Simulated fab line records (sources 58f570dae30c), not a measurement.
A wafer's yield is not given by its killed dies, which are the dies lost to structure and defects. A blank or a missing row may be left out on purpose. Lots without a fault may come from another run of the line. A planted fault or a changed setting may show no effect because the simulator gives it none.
One fault through the eyes of 2 desks :: flow berkeley-cmos170 :: each desk has only its own numbers; what lay behind them comes last

DESK OF THE TOOL OWNER: pvd-sputter-03
The tool's own readings at UCB170_M2_SPUTTER_01 (material Al, target thk 900 nm, time 120 s): means of the sampled wafers that have a number, for each lot that ran on this tool. The brackets show how far a lot's mean lies from the usual mean; more than 4 standard deviations puts the lot out of limits, marked OUT.
Columns: A = chamber-pressure-pa at UCB170_M2_SPUTTER_01, usual 0.4999 Pa; B = throttle-valve-pct at UCB170_M2_SPUTTER_01, usual 30.0 %
lot: L728
first seen here: day 8 08:01
A: 0.5009
B: 29.8

lot: L734
first seen here: day 9 19:05
A: 0.4995
B: 30.4

lot: L745
first seen here: day 12 03:17
A: 0.4698 (-30) OUT
B: 30.5

lot: L746
first seen here: day 12 08:49
A: 0.4691 (-31) OUT
B: 31.1
This desk's finding: out of limits on L745, L746; first on L745, day 12 03:17 (chamber-pressure-pa at UCB170_M2_SPUTTER_01). L728, L734 stayed within limits.

AT THE METROLOGY DESK
Means of the sampled wafers that have a number, per lot and without regard to the tool the lot ran on: this is what the gauges read. The brackets show how far a lot's mean lies from the usual mean; more than 4 standard deviations puts the lot out of limits, marked OUT. Shown here are 7 of its 11 readings, the ones lying furthest out on some lot.
Columns: A = cd-nm at UCB170_V1_CD_MEAS_12, usual 699.9 nm; B = cd-nm at UCB170_V1_CD_MEAS_90, usual 700.3 nm; C = M2_AL_RS at UCB170_M2_RS_MEAS_02, usual 0.0322 ohm/sq; D = M2_AL_THK at UCB170_M2_THK_MEAS_03, usual 870 nm; E = cd-nm at UCB170_M2_CD_MEAS_90, usual 699 nm; F = V2_BOW at UCB170_V2_BOW_MEAS_03, usual 36 um; G = V2_POLISHED_THK at UCB170_V2_THK_MEAS_04, usual 1000.5 nm
lot: L728
first seen here: day 8 07:24
A: 699.0
B: 699.4
C: 0.0323
D: 864
E: 699
F: 35
G: 1000.2

lot: L734
first seen here: day 9 18:25
A: 697.5
B: 698.6
C: 0.0315
D: 886
E: 705
F: 37
G: 1000.8

lot: L745
first seen here: day 12 02:40
A: 700.4
B: 700.3
C: 0.0317
D: 892
E: 697
F: 39
G: 999.8

lot: L747
first seen here: day 12 07:56
A: 700.5
B: 701.1
C: 0.0319
D: 877
E: 700
F: 35
G: 998.5

lot: L746
first seen here: day 12 08:11
A: 701.4
B: 701.6
C: 0.0320
D: 880
E: 700
F: 44
G: 1000.7

lot: L748
first seen here: day 12 15:45
A: 698.0
B: 697.8
C: 0.0322
D: 869
E: 701
F: 39
G: 1001.7
Result from this desk: across the 6 lots, nothing is out of limits.

ALL TOGETHER
An alarm could have come from the tool owner's desk at day 12 03:17, on L745, L746.
Nothing out of limits was seen by the metrology desk.
The metrology desk holds a record of L745, L746, inside its limits.
Of the lots named, all ran UCB170_M2_SPUTTER_01 on pvd-sputter-03.

WHAT THE SIMULATOR PUT IN
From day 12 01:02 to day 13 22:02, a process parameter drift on pvd-sputter-03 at UCB170_M2_SPUTTER_01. From 0.5, the setting chamber-pressure-pa moved by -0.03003. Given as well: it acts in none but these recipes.
Shown lots that were struck: L745, L746.
Time in hours from fault onset to the first out-of-limits reading at each desk: the tool owner's desk, 2.
